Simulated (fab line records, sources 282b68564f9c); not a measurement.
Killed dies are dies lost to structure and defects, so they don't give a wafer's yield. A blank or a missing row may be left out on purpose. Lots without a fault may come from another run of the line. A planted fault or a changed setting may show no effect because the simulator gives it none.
Chamber matching | flow rit_cmos | RIT_GATE_ETCH_19 on rie_si-02: 4 sister chambers
The step etches poly-Si in SF6/CHF3/O2, stops on SiO2, time 165 s, target depth 312.5 nm. 14 wafers are shown with their chamber, then 7 later ones without.

WAFERS WITH THEIR CHAMBER
wafer  | chamber | throttle_valve_pct (%) | run_length_s (s) | oes_product_au (a.u.)
L875.2 | 1       | 10.17                  | 193.0            | 0.840
L875.3 | 2       | 10.16                  | 194.6            | 0.836
L875.4 | 3       | 10.10                  | 193.0            | 0.852
L879.1 | 0       | 10.23                  | 192.8            | 0.834
L879.3 | 1       | 10.18                  | 193.0            | 0.846
L879.4 | 3       | 10.11                  | 193.1            | 0.847
L881.1 | 1       | 10.16                  | 192.9            | 0.827
L881.3 | 2       | 10.16                  | 193.8            | 0.831
L881.4 | 0       | 10.26                  | 192.9            | 0.822
L887.2 | 0       | 10.23                  | 193.2            | 0.832
L887.4 | 3       | 10.09                  | 193.1            | 0.842
L887.5 | 2       | 10.18                  | 193.9            | 0.829
L889.1 | 2       | 10.16                  | 194.3            | 0.832
L889.4 | 1       | 10.16                  | 192.9            | 0.843

SIGNATURES (means of the wafers above)
reading            | chamber 0 | chamber 1 | chamber 2 | chamber 3 | scatter within a chamber
throttle_valve_pct | 10.2400   | 10.1675   | 10.1650   | 10.1000   | 0.0117
run_length_s       | 192.967   | 192.950   | 194.150   | 193.067   | 0.227
oes_product_au     | 0.82933   | 0.83900   | 0.83200   | 0.84700   | 0.00607
Rule: a wafer's distance from a chamber is the root of the sum, over the readings, of the square of ((its reading less the chamber's mean) divided by the reading's scatter). The wafer belongs to the nearest chamber; if the next one is less than 2 further off, it can't be placed. The scatter: the root of (the sum of the squares of (reading less its chamber's mean) over the shown wafers, divided by (wafers less chambers)).

WAFERS WITHOUT THEIR CHAMBER
wafer  | throttle_valve_pct (%) | run_length_s (s) | oes_product_au (a.u.)
L889.6 | 10.19                  | 194.0            | 0.826
L891.2 | 10.17                  | 193.3            | 0.849
L891.3 | 10.25                  | 193.3            | 0.839
L891.6 | 10.25                  | 192.8            | 0.844
L897.3 | 10.18                  | 194.0            | 0.832
L897.4 | 10.11                  | 193.2            | 0.844
L897.6 | 10.09                  | 192.9            | 0.842

WHICH CHAMBER EACH WENT THROUGH
wafer  | from the rows above | in truth
L889.6 | 2                   | 2
L891.2 | 1                   | 1
L891.3 | 0                   | 0
L891.6 | 0                   | 0
L897.3 | 2                   | 2
L897.4 | 3                   | 3
L897.6 | 3                   | 3
Placed correctly: 7 of 7. Can't be placed from these rows: 0. Placed wrongly: 0.
